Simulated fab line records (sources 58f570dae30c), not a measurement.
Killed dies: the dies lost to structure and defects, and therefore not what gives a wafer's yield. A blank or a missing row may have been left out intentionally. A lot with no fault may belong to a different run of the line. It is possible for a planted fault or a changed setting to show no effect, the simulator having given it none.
A single fault, viewed from 2 desks || flow berkeley-cmos170 || each desk has only its own numbers; what lay behind them comes last

## AT THE METROLOGY DESK
Means of the sampled wafers that have a number, per lot and without regard to the tool the lot ran on: this is what the gauges read. Marked OUT: a lot whose mean sits more than 4 standard deviations from the usual mean, which makes it out of limits; the brackets give that distance.
Columns: A = cd-nm at UCB170_CONTACT_CD_MEAS_15, usual 700.3 nm; B = cd-nm at UCB170_V1_CD_MEAS_12, usual 700.1 nm; C = cd-nm at UCB170_V1_CD_MEAS_90, usual 700.1 nm
{"lot": "L605", "first seen here": "day 7 03:40", "A": 699.9, "B": 700.6, "C": 701.0}
{"lot": "L604", "first seen here": "day 7 05:36", "A": 699.6, "B": 701.5, "C": 701.5}
{"lot": "L608", "first seen here": "day 7 17:40", "A": 699.5, "B": 698.7, "C": 698.6}
{"lot": "L607", "first seen here": "day 8 04:46", "A": 701.1, "B": 699.9, "C": 700.1}
{"lot": "L610", "first seen here": "day 8 05:50", "A": 701.5, "B": 699.3, "C": 699.0}
{"lot": "L611", "first seen here": "day 8 06:40", "A": 700.3, "B": 701.9, "C": 702.2}
{"lot": "L612", "first seen here": "day 8 15:53", "A": 701.3, "B": 700.5, "C": 700.9}
{"lot": "L614", "first seen here": "day 9 10:01", "A": 702.3, "B": 700.1, "C": 700.4}
{"lot": "L616", "first seen here": "day 9 14:59", "A": 700.8, "B": 700.2, "C": 700.8}
{"lot": "L615", "first seen here": "day 9 15:15", "A": 701.5, "B": 701.2, "C": 701.7}
{"lot": "L620", "first seen here": "day 10 02:31", "A": 698.8, "B": 699.5, "C": 699.2}
{"lot": "L625", "first seen here": "day 11 18:40", "A": 701.1, "B": 698.3, "C": 698.0}
{"lot": "L626", "first seen here": "day 11 20:32", "A": 702.6, "B": 699.5, "C": 699.4}
{"lot": "L623", "first seen here": "day 11 20:47", "A": 698.5, "B": 699.9, "C": 700.4}
This desk found nothing out of limits on any of the 14 lots.

## FOR THE TOOL OWNER'S DESK: litho-track-04
The tool's own readings at UCB170_M3_DEVELOP_14 (develop time 45 s): means of the sampled wafers that have a number, for each lot that ran on this tool. Marked OUT: a lot whose mean sits more than 4 standard deviations from the usual mean, which makes it out of limits; the brackets give that distance.
Columns: A = developer-temp-C at UCB170_M3_DEVELOP_14, usual 20.99 C
{"lot": "L607", "first seen here": "day 9 02:00", "A": 20.98}
{"lot": "L611", "first seen here": "day 9 03:00", "A": 20.89}
{"lot": "L612", "first seen here": "day 9 10:00", "A": 21.00}
{"lot": "L614", "first seen here": "day 10 02:00", "A": 21.00}
{"lot": "L615", "first seen here": "day 10 09:00", "A": 20.93}
{"lot": "L616", "first seen here": "day 10 11:00", "A": "20.20 (-8.1) OUT"}
{"lot": "L620", "first seen here": "day 10 20:00", "A": "20.11 (-8.9) OUT"}
This desk's finding: out of limits on L616, L620; first on L616, day 10 11:00 (developer-temp-C at UCB170_M3_DEVELOP_14). Within limits: L607, L611, L612, L614, L615.

## PUT TOGETHER
An alarm could have come from the tool owner's desk at day 10 11:00, on L616, L620.
The metrology desk saw nothing out of limits.
The metrology desk has L616, L620 on record, within its limits.
Of the lots named, all ran UCB170_M3_DEVELOP_14 on litho-track-04.

## WHAT THE SIMULATOR PUT IN
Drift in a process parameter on litho-track-04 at UCB170_M3_DEVELOP_14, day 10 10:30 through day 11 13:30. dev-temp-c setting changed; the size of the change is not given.
Struck lots among those shown: L616, L620.
Delay in hours, fault start to first out-of-limits reading, by desk: the tool owner's desk at 0.
